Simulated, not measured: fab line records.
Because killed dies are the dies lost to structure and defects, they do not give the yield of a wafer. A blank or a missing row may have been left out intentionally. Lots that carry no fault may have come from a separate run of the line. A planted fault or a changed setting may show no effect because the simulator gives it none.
fab line records	flow berkeleyCmos170	part 1 of 2: steps 1 to 41 of 44
record: lots: 7	wafers: 21	lastDay: 13
route steps=331 shown PLDD@155 NLDD@158 SPACER@171 PSD@175 NSD@187 M3@331
lots with no fault: from the same line, run without faults
startH: hours from the record's first day to the start of the lot's first wafer shown	waitH: time in hours since the lot's previous step	" repeats the value in the row above	L1.1+2: several wafers, shown together as one row	- either no value or no given start	* or withheld: withheld	< > ~ a bound
route shown NAME@n: NAME is a module with steps in the file, n the number in the route of the first one	usual: mean and standard deviation over wafers with no fault	same: alike in all rows	chamber/n: place in a boat	sites: readings site by site	_std_site: the standard deviation of these	_edge_site: inner sites' mean taken away from outer sites' mean	radiusMm: how far each site lies from the wafer's centre	mask NAME#n: copy n	behind: the most recent tool/chamber to have shaped the wafer	hold: cause of the lot's hold/its duration in hours/its outcome	device: the n, p or np transistor that did not switch	end of line: tests of these same wafers at the route's end	step lacking rows: just its recipe	killed: at the first sort, the dies lost to defects and structure; wafer yield is something else	map: a wafer's dies, x killed, . not, _ none there
set.NAME: the setting that was run; set.NAME@STEP: the one run at that earlier step	model.NAME: the simulator's own value behind a step, which no gauge read
lots at selected steps of the route; one table per step, one row per wafer
services: when a tool's chamber went out of use (startH, in hours from the record's first day, below 0 if earlier), for how many hours, and the reason
== steps ==
step: UCB170_PLDD_STRIP_10
recipe: chemistry: O2	powerW: 400	pressureMtorr: 3500	platenTempC: withheld	o2FlowSccm: 400	overashFraction: 0.5
usual: chamberPressureMTorr: 3500/3.3	drypumpMotorCurrentA: 5.88/0.26	oesProductAu: 0.735/0.0045	stripTimeToEndpointS: 21.61/0.054
lot.wafer	tool	chamber	startH	waitH	chamberPressureMTorr	drypumpMotorCurrentA	oesProductAu	rfHoursCounterH	stripTimeToEndpointS
L218.2	plasmaAsher-01	0	159.51	0.1	3497	6.29	0.735	32	21.51
L218.3	"	1	"	"	3499	5.77	0.740	-	21.54
L218.4	"	0	"	"	3500	6.30	0.738	-	21.49
L226.3	plasmaAsher-01	1	195.49	0.1	3499	5.76	0.730	-	21.51
L226.5	"	1	"	"	3502	5.75	0.734	-	21.54
L226.6	"	0	"	"	3502	6.28	0.738	-	21.51
L238.2	plasmaAsher-02	0	258.45	0.1	3500	5.70	0.727	17	21.50
L238.3	"	1	"	"	3500	5.74	0.727	-	21.50
L238.5	"	0	"	"	3497	5.71	0.736	-	21.48
L236.2	plasmaAsher-01	0	258.95	0.1	3496	6.40	0.742	44	21.60
L236.4	"	0	"	"	3500	6.34	0.731	-	21.51
L236.6	"	0	"	"	3499	6.36	0.734	-	21.63
L237.3	plasmaAsher-03	1	259.29	0.1	3501	5.59	0.729	-	21.67
L237.4	"	0	"	"	3501	6.16	0.728	-	21.58
L237.6	"	1	"	"	3499	5.63	0.736	-	21.59
L239.2	plasmaAsher-02	0	261.76	0.1	3499	5.73	0.732	18	21.67
L239.4	"	0	"	"	3508	5.71	0.737	-	21.60
L239.6	"	0	"	"	3505	5.73	0.733	-	21.65
L240.1	plasmaAsher-02	0	262.06	0.1	3501	5.72	0.732	18	21.65
L240.2	"	1	"	"	3504	5.77	0.726	18	21.58
L240.4	"	0	"	"	3497	5.73	0.735	-	21.58
step: UCB170_PLDD_TW_MEAS_11
usual: PLDD_TW: 1016/6.7
lot.wafer	tool	chamber	startH	waitH	PLDD_TW
L218.2	filmMetro-02	-	159.62	0.1	1013
L218.3	"	-	"	"	1014
L218.4	"	-	"	"	1011
L226.3	filmMetro-04	-	195.57	0.1	1007
L226.5	"	-	"	"	1012
L226.6	"	-	"	"	1011
L238.2	filmMetro-02	-	258.62	0.1	1019
L238.3	"	-	"	"	1013
L238.5	"	-	"	"	1016
L236.2	filmMetro-01	-	259.06	0.1	1024
L236.4	"	-	"	"	1027
L236.6	"	-	"	"	1016
L237.3	filmMetro-01	-	259.37	0.1	1021
L237.4	"	-	"	"	1019
L237.6	"	-	"	"	1027
L239.2	filmMetro-01	-	261.87	0.1	1024
L239.4	"	-	"	"	1023
L239.6	"	-	"	"	1027
L240.1	filmMetro-02	-	262.16	0.1	1014
L240.2	"	-	"	"	1009
L240.4	"	-	"	"	1012
step: UCB170_PLDD_CLEAN_12
recipe: chemistry: SPM	tempC: 120	timeS: 600
step: UCB170_NLDD_HMDS_00
recipe: primeTimeS: 60	primeTempC: 100
step: UCB170_NLDD_COAT_01
recipe: resist: KrF	spinRpm: 1500	resistThkNm: 900
step: UCB170_NLDD_SOFTBAKE_02
recipe: resist: KrF	tempC: 130	timeS: 60
step: UCB170_NLDD_EXPOSE_03
recipe: maskId: NSELECT	na: 0.5	sigmaOuter: 0.6	sourceShape: conventional	targetCdNm: 1200	doseMj: 30
step: UCB170_NLDD_PEB_04
recipe: pebTempC: 130	pebTimeS: withheld	resist: KrF
step: UCB170_NLDD_DEVELOP_05
recipe: developer: TMAH	developTimeS: 45	resist: KrF	devTempC: 21
step: UCB170_NLDD_CD_MEAS_06
recipe: targetCdNm: 1200
usual: cdNm: 1200.2/1.5
lot.wafer	tool	chamber	startH	waitH	cdNm
L218.2	cdSem-02	-	161.00	-	1196.8
L218.3	"	-	"	"	1198.3
L218.4	"	-	"	"	1198.3
L226.3	cdSem-02	-	197.72	-	1201.2
L226.5	"	-	"	"	1201.6
L226.6	"	-	"	"	1200.3
L238.2	cdSem-01	-	260.24	-	1198.9
L238.3	"	-	"	"	1197.9
L238.5	"	-	"	"	1198.3
L236.2	cdSem-01	-	261.24	-	1201.0
L236.4	"	-	"	"	1200.6
L236.6	"	-	"	"	1202.1
L237.3	cdSem-02	-	261.54	-	1198.6
L237.4	"	-	"	"	1199.7
L237.6	"	-	"	"	1200.2
L239.2	cdSem-02	-	263.29	-	1203.1
L239.4	"	-	"	"	1200.6
L239.6	"	-	"	"	1201.7
L240.1	cdSem-02	-	263.82	-	1202.3
L240.2	"	-	"	"	1200.1
L240.4	"	-	"	"	1201.5
step: UCB170_NLDD_OVL_MEAS_07
usual: NLDD_OVL: 4/7.5
lot.wafer	tool	chamber	startH	waitH	NLDD_OVL[nm]
L218.2	overlay-01	-	161.11	0.1	14
L218.3	"	-	"	"	7
L218.4	"	-	"	"	9
L226.3	overlay-02	-	197.81	0.1	9
L226.5	"	-	"	"	3
L226.6	"	-	"	"	-1
L238.2	overlay-01	-	260.35	0.1	9
L238.3	"	-	"	"	0
L238.5	"	-	"	"	-3
L236.2	overlay-02	-	261.35	0.1	-3
L236.4	"	-	"	"	-7
L236.6	"	-	"	"	0
L237.3	overlay-02	-	261.63	0.1	6
L237.4	"	-	"	"	3
L237.6	"	-	"	"	0
L239.2	overlay-01	-	263.40	0.1	-9
L239.4	"	-	"	"	-7
L239.6	"	-	"	"	-10
L240.1	overlay-02	-	263.94	0.1	-8
L240.2	"	-	"	"	13
L240.4	"	-	"	"	0
step: UCB170_NLDD_IMPLANT_08
recipe: species: As	doseCm2: 5e+13	energyKev: 30	tiltDeg: 7	rotationDeg: 0
step: UCB170_NLDD_IMPLANT_09
recipe: species: As	doseCm2: 5e+13	energyKev: 30	tiltDeg: 7	rotationDeg: 180
usual: beamOnS: 10.00/0.2
lot.wafer	tool	chamber	startH	waitH	beamOnS
L218.2	implanter-01	0	161.32	0.1	10.12
L218.3	"	0	"	"	9.65
L218.4	"	0	"	"	9.95
L226.3	implanter-01	0	198.03	0.1	10.00
L226.5	"	0	"	"	9.94
L226.6	"	0	"	"	10.03
L238.2	implanter-01	0	260.55	0.1	9.99
L238.3	"	0	"	"	10.13
L238.5	"	0	"	"	10.07
L236.2	implanter-01	0	261.60	0.1	10.00
L236.4	"	0	"	"	10.15
L236.6	"	0	"	"	9.73
L237.3	implanter-01	0	261.93	0.1	9.99
L237.4	"	0	"	"	9.63
L237.6	"	0	"	"	10.05
L239.2	implanter-01	0	263.60	0.1	9.76
L239.4	"	0	"	"	10.02
L239.6	"	0	"	"	10.25
L240.1	implanter-01	0	264.13	0.1	9.80
L240.2	"	0	"	"	10.11
L240.4	"	0	"	"	10.10
step: UCB170_NLDD_STRIP_10
recipe: chemistry: O2	powerW: 400	pressureMtorr: 3500	platenTempC: withheld	o2FlowSccm: 400	overashFraction: 0.5
step: UCB170_NLDD_TW_MEAS_11
usual: NLDD_TW: 2222/15
lot.wafer	tool	chamber	startH	waitH	NLDD_TW
L218.2	filmMetro-04	-	161.55	0.1	2208
L218.3	"	-	"	"	2196
L218.4	"	-	"	"	2208
L226.3	filmMetro-02	-	198.25	0.1	2231
L226.5	"	-	"	"	2230
L226.6	"	-	"	"	2235
L238.2	filmMetro-04	-	260.79	0.1	2195
L238.3	"	-	"	"	2198
L238.5	"	-	"	"	2201
L236.2	filmMetro-02	-	261.84	0.1	2229
L236.4	"	-	"	"	2216
L236.6	"	-	"	"	2231
L237.3	filmMetro-04	-	262.15	0.1	2189
L237.4	"	-	"	"	2178
L237.6	"	-	"	"	2185
L239.2	filmMetro-01	-	263.84	0.1	2230
L239.4	"	-	"	"	2223
L239.6	"	-	"	"	2220
L240.1	filmMetro-04	-	264.38	0.1	2189
L240.2	"	-	"	"	2196
L240.4	"	-	"	"	2206
step: UCB170_NLDD_CLEAN_12
recipe: chemistry: SPM	tempC: 120	timeS: 600
step: UCB170_SPACER_CVD_00
recipe: material: SiO2	targetThkNm: 376	tempC: 390	precursor: TEOS/O2	timeS: 45.89	rfW: 550	pressureMtorr: 9000
usual: heaterPowerW: 270/46	susceptorTempC: 389.98/0.24
lot.wafer	tool	chamber	startH	waitH	heaterPowerW	susceptorTempC
L218.2	pecvd-04	2	161.78	0.0	272	389.89
L218.3	"	1	"	"	192	389.87
L218.4	"	0	"	"	308	389.91
L226.3	pecvd-03	1	198.59	0.0	282	389.84
L226.5	"	0	"	"	214	390.05
L226.6	"	2	"	"	245	390.06
L238.2	pecvd-02	1	261.01	0.0	258	389.98
L238.3	"	2	"	"	363	389.72
L238.5	"	0	"	"	317	390.00
L236.2	pecvd-04	2	262.08	0.0	304	390.27
L236.4	"	1	"	"	255	390.05
L236.6	"	2	"	"	328	390.21
L237.3	pecvd-03	0	262.42	0.0	224	389.84
L237.4	"	0	"	"	151	390.20
L237.6	"	2	"	"	189	390.07
L239.2	pecvd-02	2	264.08	0.0	333	390.27
L239.4	"	1	"	"	214	389.84
L239.6	"	2	"	"	359	389.88
L240.1	pecvd-04	2	264.61	0.0	317	389.79
L240.2	"	1	"	"	211	390.42
L240.4	"	1	"	"	230	390.01
step: UCB170_SPACER_THK_MEAS_01
recipe: reads: SiO2_of_SPACER_CVD_00
usual: SPACER_TEOS_THK: 366/4.6
lot.wafer	tool	chamber	startH	waitH	SPACER_TEOS_THK[nm]
L218.2	filmMetro-03	-	161.83	0.0	360
L218.3	"	-	"	"	369
L218.4	"	-	"	"	368
L226.3	filmMetro-01	-	198.65	0.0	368
L226.5	"	-	"	"	371
L226.6	"	-	"	"	372
L238.2	filmMetro-01	-	261.07	0.0	363
L238.3	"	-	"	"	364
L238.5	"	-	"	"	371
L236.2	filmMetro-03	-	262.13	0.0	365
L236.4	"	-	"	"	374
L236.6	"	-	"	"	369
L237.3	filmMetro-01	-	262.48	0.0	363
L237.4	"	-	"	"	375
L237.6	"	-	"	"	368
L239.2	filmMetro-03	-	264.13	0.0	358
L239.4	"	-	"	"	370
L239.6	"	-	"	"	364
L240.1	filmMetro-02	-	264.66	0.0	359
L240.2	"	-	"	"	360
L240.4	"	-	"	"	367
step: UCB170_SPACER_ANNEAL_02
recipe: tempC: 900	timeS: 1800	ambient: N2
step: UCB170_SPACER_ETCHBACK_03
recipe: stopOn: Si	target: SiO2	chemistry: CHF3/CF4/Ar	CHF3_flow_sccm: 50	cf4FlowSccm: 10	Ar_flow_sccm: 120	pressureMtorr: 200	rfW: 500	targetDepthA: 3760	timeS: 100
usual: cf4FlowSccm: 10.00/0.031	chamberPressureMTorr: 200.01/0.18	drypumpMotorCurrentA: 5.9/0.51	oesProductAu: 0.873/0.019	throttleValvePct: 6.48/0.11
lot.wafer	tool	chamber	startH	waitH	cf4FlowSccm	chamberPressureMTorr	drypumpMotorCurrentA	oesProductAu	rfHoursCounterH	throttleValvePct
L218.2	rieDiel-03	2	163.89	0.1	10.02	199.95	6.4	0.844	66	6.54
L218.3	"	3	"	"	10.02	200.26	5.9	0.859	80	6.37
L218.4	"	0	"	"	10.02	199.99	5.5	0.901	25	6.48
L226.3	rieDiel-02	3	204.03	0.0	9.97	200.15	6.4	0.864	13	6.66
L226.5	"	3	"	"	9.98	200.30	6.3	0.867	-	6.65
L226.6	"	0	"	"	9.97	200.06	5.4	0.874	-	6.45
L236.2	rieDiel-02	2	265.99	0.0	9.97	199.83	5.7	0.889	43	6.42
L236.4	"	2	"	"	10.00	199.94	5.7	0.912	-	6.41
L236.6	"	1	"	"	10.03	200.37	6.7	0.873	-	6.34
L237.3	rieDiel-04	2	265.99	0.0	9.98	200.40	5.6	0.868	45	6.30
L237.4	"	0	"	"	9.98	199.71	5.3	0.915	111	6.60
L237.6	"	1	"	"	10.03	200.12	6.7	0.872	-	6.67
L238.2	rieDiel-03	3	265.99	0.0	10.03	200.11	5.9	0.852	85	6.38
L238.3	"	0	"	"	10.05	199.86	5.5	0.887	30	6.48
L238.5	"	2	"	"	9.94	199.94	6.4	0.863	-	6.52
L239.2	rieDiel-03	2	266.07	0.1	10.03	200.21	6.4	0.836	72	6.52
L239.4	"	3	"	"	10.02	200.27	5.9	0.861	-	6.38
L239.6	"	2	"	"	10.01	200.11	6.4	0.854	-	6.54
L240.1	rieDiel-03	2	271.43	0.0	9.94	200.05	6.4	0.837	72	6.52
L240.2	"	0	"	"	9.99	199.71	5.5	0.885	31	6.48
L240.4	"	3	"	"	10.02	200.05	5.9	0.857	-	6.37
step: UCB170_PSD_HMDS_00
recipe: primeTimeS: 60	primeTempC: 100
step: UCB170_PSD_COAT_01
recipe: resist: KrF	spinRpm: 1500	resistThkNm: 900
step: UCB170_PSD_SOFTBAKE_02
recipe: resist: KrF	tempC: 130	timeS: 60
step: UCB170_PSD_EXPOSE_03
recipe: maskId: PSELECT_MOD	na: 0.5	sigmaOuter: 0.6	sourceShape: conventional	targetCdNm: 1200	doseMj: 30
step: UCB170_PSD_PEB_04
recipe: pebTempC: 130	pebTimeS: withheld	resist: KrF
step: UCB170_PSD_DEVELOP_05
recipe: developer: TMAH	developTimeS: 45	resist: KrF	devTempC: 21
step: UCB170_PSD_CD_MEAS_06
recipe: targetCdNm: 1200
usual: cdNm: 1200.3/1.7
lot.wafer	tool	chamber	startH	waitH	cdNm
L218.2	cdSem-02	-	165.66	-	1202.6
L218.3	"	-	"	"	1201.7
L218.4	"	-	"	"	1203.3
L226.3	cdSem-02	-	205.66	-	1199.9
L226.5	"	-	"	"	1201.0
L226.6	"	-	"	"	1201.2
L236.2	cdSem-01	-	267.75	-	1199.9
L236.4	"	-	"	"	1199.2
L236.6	"	-	"	"	1199.7
L238.2	cdSem-02	-	267.81	-	1203.2
L238.3	"	-	"	"	1203.9
L238.5	"	-	"	"	1202.5
L237.3	cdSem-01	-	268.05	-	1200.1
L237.4	"	-	"	"	1200.0
L237.6	"	-	"	"	1200.3
L239.2	cdSem-01	-	268.15	-	1199.4
L239.4	"	-	"	"	1197.6
L239.6	"	-	"	"	1199.5
L240.1	cdSem-01	-	273.14	-	1202.5
L240.2	"	-	"	"	1200.4
L240.4	"	-	"	"	1200.9
step: UCB170_PSD_OVL_MEAS_07
usual: PSD_OVL: -2/5.7
lot.wafer	tool	chamber	startH	waitH	PSD_OVL[nm]
L218.2	overlay-02	-	165.77	0.1	-3
L218.3	"	-	"	"	-1
L218.4	"	-	"	"	-2
L226.3	overlay-01	-	205.75	0.1	-1
L226.5	"	-	"	"	-6
L226.6	"	-	"	"	1
L236.2	overlay-02	-	267.86	0.1	5
L236.4	"	-	"	"	-1
L236.6	"	-	"	"	0
L238.2	overlay-01	-	267.91	0.1	0
L238.3	"	-	"	"	3
L238.5	"	-	"	"	1
L237.3	overlay-02	-	268.14	0.1	6
L237.4	"	-	"	"	4
L237.6	"	-	"	"	16
L239.2	overlay-01	-	268.25	0.1	-5
L239.4	"	-	"	"	-3
L239.6	"	-	"	"	1
L240.1	overlay-01	-	273.26	0.1	-6
L240.2	"	-	"	"	1
L240.4	"	-	"	"	0
step: UCB170_PSD_IMPLANT_08
recipe: species: B	doseCm2: 2.979e+15	energyKev: 20	tiltDeg: 7
step: UCB170_PSD_STRIP_09
recipe: chemistry: O2	powerW: 400	pressureMtorr: 3500	platenTempC: withheld	o2FlowSccm: 400	overashFraction: 0.5
usual: chamberPressureMTorr: 3500/3.1	drypumpMotorCurrentA: 5.98/0.26	oesProductAu: 0.601/0.0044	stripTimeToEndpointS: 29.30/0.06
lot.wafer	tool	chamber	startH	waitH	chamberPressureMTorr	drypumpMotorCurrentA	oesProductAu	rfHoursCounterH	stripTimeToEndpointS
L218.2	plasmaAsher-01	0	165.95	0.1	3499	6.26	0.599	33	29.35
L218.3	"	0	"	"	3499	6.28	0.591	-	29.32
L218.4	"	1	"	"	3497	5.74	0.600	-	29.24
L226.3	plasmaAsher-01	0	205.96	0.1	3503	6.36	0.598	-	29.23
L226.5	"	0	"	"	3499	6.25	0.608	-	29.26
L226.6	"	1	"	"	3500	5.74	0.603	-	29.29
L236.2	plasmaAsher-01	1	268.04	0.1	3504	5.75	0.601	46	29.28
L236.4	"	0	"	"	3501	6.33	0.597	-	29.37
L236.6	"	0	"	"	3503	6.29	0.600	-	29.33
L238.2	plasmaAsher-02	0	268.09	0.1	3499	5.70	0.593	19	29.34
L238.3	"	1	"	"	3498	5.75	0.606	-	29.37
L238.5	"	1	"	"	3503	5.75	0.597	-	29.31
L237.3	plasmaAsher-04	0	268.35	0.1	3499	6.19	0.591	-	29.33
L237.4	"	1	"	"	3500	6.06	0.601	-	29.33
L237.6	"	0	"	"	3501	6.15	0.602	-	29.31
L239.2	plasmaAsher-01	0	268.43	0.1	3498	6.31	0.601	46	29.29
L239.4	"	0	"	"	3503	6.38	0.604	-	29.29
L239.6	"	1	"	"	3501	5.77	0.603	-	29.25
L240.1	plasmaAsher-01	0	273.45	0.1	3505	6.29	0.598	46	29.32
L240.2	"	1	"	"	3499	5.71	0.598	46	29.27
L240.4	"	1	"	"	3501	5.74	0.610	-	29.34
step: UCB170_PSD_TW_MEAS_10
usual: PSD_TW: 2333/16
lot.wafer	tool	chamber	startH	waitH	PSD_TW
L218.2	filmMetro-04	-	166.06	0.1	2306
L218.3	"	-	"	"	2309
L218.4	"	-	"	"	2304
L226.3	filmMetro-02	-	206.05	0.1	2327
L226.5	"	-	"	"	2338
L226.6	"	-	"	"	2339
L236.2	filmMetro-01	-	268.15	0.1	2352
L236.4	"	-	"	"	2355
L236.6	"	-	"	"	2353
L238.2	filmMetro-02	-	268.20	0.1	2351
L238.3	"	-	"	"	2331
L238.5	"	-	"	"	2339
L237.3	filmMetro-01	-	268.43	0.1	2353
L237.4	"	-	"	"	2357
L237.6	"	-	"	"	2352
L239.2	filmMetro-04	-	268.54	0.1	2319
L239.4	"	-	"	"	2313
L239.6	"	-	"	"	2314
L240.1	filmMetro-02	-	273.55	0.1	2351
L240.2	"	-	"	"	2337
L240.4	"	-	"	"	2332
step: UCB170_PSD_CLEAN_11
recipe: chemistry: SPM	tempC: 120	timeS: 600
step: UCB170_NSD_HMDS_00
recipe: primeTimeS: 60	primeTempC: 100
step: UCB170_NSD_COAT_01
recipe: resist: KrF	spinRpm: 1500	resistThkNm: 900
step: UCB170_NSD_SOFTBAKE_02
recipe: resist: KrF	tempC: 130	timeS: 60
step: UCB170_NSD_EXPOSE_03
recipe: maskId: NSELECT_MOD	na: 0.5	sigmaOuter: 0.6	sourceShape: conventional	targetCdNm: 1200	doseMj: 30
step: UCB170_NSD_PEB_04
recipe: pebTempC: 130	pebTimeS: withheld	resist: KrF
step: UCB170_NSD_DEVELOP_05
recipe: developer: TMAH	developTimeS: 45	resist: KrF	devTempC: 21
step: UCB170_NSD_CD_MEAS_06
recipe: targetCdNm: 1200
usual: cdNm: 1200.5/1.1
lot.wafer	tool	chamber	startH	waitH	cdNm
L218.2	cdSem-01	-	167.93	-	1202.3
L218.3	"	-	"	"	1201.0
L218.4	"	-	"	"	1201.4
L226.3	cdSem-02	-	211.21	-	1200.2
L226.5	"	-	"	"	1200.5
L226.6	"	-	"	"	1199.8
L236.2	cdSem-02	-	272.76	-	1202.7
L236.4	"	-	"	"	1202.2
L236.6	"	-	"	"	1202.0
L238.2	cdSem-02	-	273.01	-	1201.1
L238.3	"	-	"	"	1200.2
L238.5	"	-	"	"	1200.0
L239.2	cdSem-02	-	273.13	-	1200.2
L239.4	"	-	"	"	1199.5
L239.6	"	-	"	"	1200.7
L237.3	cdSem-01	-	273.33	-	1199.9
L237.4	"	-	"	"	1200.5
L237.6	"	-	"	"	1201.1
L240.1	cdSem-02	-	274.82	-	1199.4
L240.2	"	-	"	"	1198.8
L240.4	"	-	"	"	1199.5
step: UCB170_NSD_OVL_MEAS_07
usual: NSD_OVL: -1/4.8
lot.wafer	tool	chamber	startH	waitH	NSD_OVL[nm]
L218.2	overlay-02	-	168.04	0.1	-2
L218.3	"	-	"	"	-2
L218.4	"	-	"	"	1
L226.3	overlay-01	-	211.31	0.1	-3
L226.5	"	-	"	"	-3
L226.6	"	-	"	"	-2
L236.2	overlay-02	-	272.87	0.1	6
L236.4	"	-	"	"	1
L236.6	"	-	"	"	3
L238.2	overlay-02	-	273.12	0.1	1
L238.3	"	-	"	"	4
L238.5	"	-	"	"	-2
L239.2	overlay-02	-	273.24	0.1	-6
L239.4	"	-	"	"	-6
L239.6	"	-	"	"	1
L237.3	overlay-01	-	273.43	0.1	0
L237.4	"	-	"	"	-7
L237.6	"	-	"	"	-5
L240.1	overlay-01	-	274.94	0.1	6
L240.2	"	-	"	"	6
L240.4	"	-	"	"	5
step: UCB170_NSD_IMPLANT_08
recipe: species: P	doseCm2: 2.925e+15	energyKev: 40	tiltDeg: 7
== key ==
firstSign: step: UCB170_NLDD_TW_MEAS_11	reading: NLDD_TW	direction: down	sigmas: 1.4	usual: 2222	struck: 2202
effect: step: UCB170_SDANNEAL_RS_MEAS_05	reading: NLDD_RS	direction: up	sigmas: 6.5	usual: 616.5	struck: 627.3
modelEffect: step: UCB170_M3_PROBE_99	value: etest.nldd.rsOhmSqRange	without: 22.53	struck: 41.96
metAt UCB170_NLDD_IMPLANT_09
struckWafers L237.3,L237.4,L237.6,L239.2,L239.4,L239.6,L240.1,L240.2,L240.4
testerLeftOut L237,L239,L240
onsetBetween 261.60 261.93
alsoFits time
fault: kind: processParameterDrift	tool: implanter-01	chamber: -	onsetH: 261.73	steps: UCB170_NLDD_IMPLANT_09	channel: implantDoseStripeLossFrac	offset: 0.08	shape: step	endH: 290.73
testerLeftOut: of these lots the tester's yield and bins aren't shown, on N5 and GAA mostly nor the transistor test; their killed dies are dies lost to structure and defects alone, not to doping, threshold or leakage, so they don't give the yield
